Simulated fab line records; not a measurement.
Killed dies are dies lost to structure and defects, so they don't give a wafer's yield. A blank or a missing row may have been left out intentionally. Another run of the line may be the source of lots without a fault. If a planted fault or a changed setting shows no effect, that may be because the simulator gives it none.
A sampling plan put to the test / flow ritCmos / each of the 13 faults these records tell of, on one fab line, judged from the records of the lots it struck
What counts as the plan is the set of the line's own looks, namely the steps on the route at which a gauge or an inspection reads a wafer and does not change it. Where struck wafers have a number at a look and the file lists that look's usual mean and standard deviation on fault-free wafers, the look can be judged. Caught: 4 or more of those standard deviations (sigma) separate the usual mean from the mean of the struck wafers at a look after the fault's first step. On the tool: the same test on the tool's own readings at the fault's steps. A different recipe on the struck wafers counts as caught too, as does a record blank only for those wafers.

== THE FAULTS, as the simulator had put them in ==
1. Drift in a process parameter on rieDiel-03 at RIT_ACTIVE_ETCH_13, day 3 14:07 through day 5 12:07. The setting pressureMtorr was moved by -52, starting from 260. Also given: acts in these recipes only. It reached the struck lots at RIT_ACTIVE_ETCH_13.
2. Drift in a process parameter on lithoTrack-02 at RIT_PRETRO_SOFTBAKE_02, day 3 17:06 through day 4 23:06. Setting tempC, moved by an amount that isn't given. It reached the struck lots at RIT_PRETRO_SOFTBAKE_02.
3. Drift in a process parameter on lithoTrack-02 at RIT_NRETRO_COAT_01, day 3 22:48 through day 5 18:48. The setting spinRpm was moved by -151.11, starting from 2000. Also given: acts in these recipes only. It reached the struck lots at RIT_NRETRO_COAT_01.
4. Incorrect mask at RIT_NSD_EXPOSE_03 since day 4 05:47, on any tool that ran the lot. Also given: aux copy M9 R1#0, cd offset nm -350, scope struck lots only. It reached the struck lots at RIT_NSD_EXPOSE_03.
5. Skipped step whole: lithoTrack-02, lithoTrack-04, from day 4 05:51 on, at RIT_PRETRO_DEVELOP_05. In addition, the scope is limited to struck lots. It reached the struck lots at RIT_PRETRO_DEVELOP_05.
6. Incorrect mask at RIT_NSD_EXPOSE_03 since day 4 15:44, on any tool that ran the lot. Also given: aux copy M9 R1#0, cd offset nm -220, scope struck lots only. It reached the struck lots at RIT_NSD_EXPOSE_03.
7. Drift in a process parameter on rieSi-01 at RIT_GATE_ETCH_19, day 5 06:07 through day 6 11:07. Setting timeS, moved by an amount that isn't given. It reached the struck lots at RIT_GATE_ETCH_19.
8. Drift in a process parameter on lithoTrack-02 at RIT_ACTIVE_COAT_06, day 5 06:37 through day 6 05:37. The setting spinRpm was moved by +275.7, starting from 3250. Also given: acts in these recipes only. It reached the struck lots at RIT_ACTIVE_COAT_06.
9. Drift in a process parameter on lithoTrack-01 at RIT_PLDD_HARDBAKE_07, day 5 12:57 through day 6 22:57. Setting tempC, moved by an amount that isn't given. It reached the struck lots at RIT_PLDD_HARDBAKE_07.
10. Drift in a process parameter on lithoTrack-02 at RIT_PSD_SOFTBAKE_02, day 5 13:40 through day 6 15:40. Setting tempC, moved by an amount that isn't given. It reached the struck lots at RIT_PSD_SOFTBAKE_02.
11. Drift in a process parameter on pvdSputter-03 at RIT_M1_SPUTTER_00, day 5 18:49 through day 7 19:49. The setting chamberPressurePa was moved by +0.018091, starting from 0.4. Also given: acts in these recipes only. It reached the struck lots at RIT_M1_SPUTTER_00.
12. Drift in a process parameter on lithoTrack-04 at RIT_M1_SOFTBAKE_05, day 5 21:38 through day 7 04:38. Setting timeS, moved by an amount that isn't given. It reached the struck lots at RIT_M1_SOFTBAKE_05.
13. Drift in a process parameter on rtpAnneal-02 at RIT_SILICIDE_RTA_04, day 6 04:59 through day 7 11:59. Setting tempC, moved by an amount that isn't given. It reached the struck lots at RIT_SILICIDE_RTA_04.

== WHAT THE PLAN SAW ==
fault=1; on the tool itself=chamberPressureMTorr -99 or beyond sigma; first look that catches it=no look after it can be judged; reading, sigma=-; median hours from its first step to that look=-; hours from the fault's start to the first struck lot there=-; judged looks passed uncaught=0
fault=2; on the tool itself=heaterPowerTotalW +6.7 sigma; first look that catches it=no look after it can be judged; reading, sigma=-; median hours from its first step to that look=-; hours from the fault's start to the first struck lot there=-; judged looks passed uncaught=0
fault=3; on the tool itself=spinSpeedRpm -88 sigma; first look that catches it=no look after it can be judged; reading, sigma=-; median hours from its first step to that look=-; hours from the fault's start to the first struck lot there=-; judged looks passed uncaught=0
fault=4; on the tool itself=under 2 sigma; first look that catches it=no look after it can be judged; reading, sigma=-; median hours from its first step to that look=-; hours from the fault's start to the first struck lot there=-; judged looks passed uncaught=0
fault=5; on the tool itself=the tool's record is blank for the struck wafers; first look that catches it=no look after it can be judged; reading, sigma=-; median hours from its first step to that look=-; hours from the fault's start to the first struck lot there=-; judged looks passed uncaught=0
fault=6; on the tool itself=no reading that can be judged; first look that catches it=not the one look that can be judged after it; reading, sigma=-; median hours from its first step to that look=-; hours from the fault's start to the first struck lot there=-; judged looks passed uncaught=1
fault=7; on the tool itself=runLengthS +52 sigma; first look that catches it=no look after it can be judged; reading, sigma=-; median hours from its first step to that look=-; hours from the fault's start to the first struck lot there=-; judged looks passed uncaught=0
fault=8; on the tool itself=spinSpeedRpm +98 sigma; first look that catches it=not the one look that can be judged after it; reading, sigma=-; median hours from its first step to that look=-; hours from the fault's start to the first struck lot there=-; judged looks passed uncaught=1
fault=9; on the tool itself=heaterPowerTotalW -62 sigma; first look that catches it=no look after it can be judged; reading, sigma=-; median hours from its first step to that look=-; hours from the fault's start to the first struck lot there=-; judged looks passed uncaught=0
fault=10; on the tool itself=heaterPowerTotalW +13 sigma; first look that catches it=no look after it can be judged; reading, sigma=-; median hours from its first step to that look=-; hours from the fault's start to the first struck lot there=-; judged looks passed uncaught=0
fault=11; on the tool itself=chamberPressurePa +24 sigma; first look that catches it=no look after it can be judged; reading, sigma=-; median hours from its first step to that look=-; hours from the fault's start to the first struck lot there=-; judged looks passed uncaught=0
fault=12; on the tool itself=heaterPowerTotalW +25 sigma; first look that catches it=no look after it can be judged; reading, sigma=-; median hours from its first step to that look=-; hours from the fault's start to the first struck lot there=-; judged looks passed uncaught=0
fault=13; on the tool itself=wafer_temp_C_max +5.5 sigma; first look that catches it=no look after it can be judged; reading, sigma=-; median hours from its first step to that look=-; hours from the fault's start to the first struck lot there=-; judged looks passed uncaught=0
A dash: this means the fault isn't caught or the number doesn't appear in these records.

Caught at a look: 0 of 13. Caught on the tool: 11 of 13. By one or the other: 11 of 13.
Faults caught by the tool alone: 1, 2, 3, 5, 7, 8, 9, 10, 11, 12, 13.
Caught by neither: faults 4, 6.
